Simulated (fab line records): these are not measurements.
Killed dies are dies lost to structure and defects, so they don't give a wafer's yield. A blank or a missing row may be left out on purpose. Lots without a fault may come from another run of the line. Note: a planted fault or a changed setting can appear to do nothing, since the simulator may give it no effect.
Which tool is to blame?	flow berkeley_cmos170	at 1 step of a route of 331, 7 lots with 21 wafers sampled

## WHAT EACH GAUGE READ, for each wafer
UCB170_PWELL_THK_MEAS_03.
lot	measured	on	PWELL_OXIDE_THK (nm)
L843	day 3 08:19	film_metro-04	25.0 25.1 25.3
L848	day 4 08:50	film_metro-02	27.7 27.3 27.4
L856	day 5 19:34	film_metro-04	26.5 27.3 27.2
L860	day 6 15:10	film_metro-04	26.3 26.0 26.0
L861	day 7 06:27	film_metro-02	27.1 26.1 26.6
L863	day 7 20:47	film_metro-02	25.7 26.3 25.5
L865	day 8 05:10	film_metro-01	26.0 26.0 25.8

## TOOL THAT RAN EACH LOT (tool first, then ch and the chambers of the sampled wafers, then the start)
The record shows no process step preceding these readings.

## THE ANSWER, worked out from the rows above alone
Rule: the lots themselves supply what counts as usual. The widest of any qualifying gaps counts: lots, ordered by their means at a reading, are off when they make up no more than a third of the lots, leave a main group of 4 or more, and stand apart from it by 3 or more times the standard deviation of that group's means. The tables above print the reading to a certain number of digits; a main group whose means all agree to those digits is not used. A lot without any number at a reading at which 4 lots or more have one is off too. All remaining lots with rows at the step are treated as sound.
No lot is off on any of the readings shown, so nothing can be concluded from this.

## WHAT THE SIMULATOR HAD INSERTED
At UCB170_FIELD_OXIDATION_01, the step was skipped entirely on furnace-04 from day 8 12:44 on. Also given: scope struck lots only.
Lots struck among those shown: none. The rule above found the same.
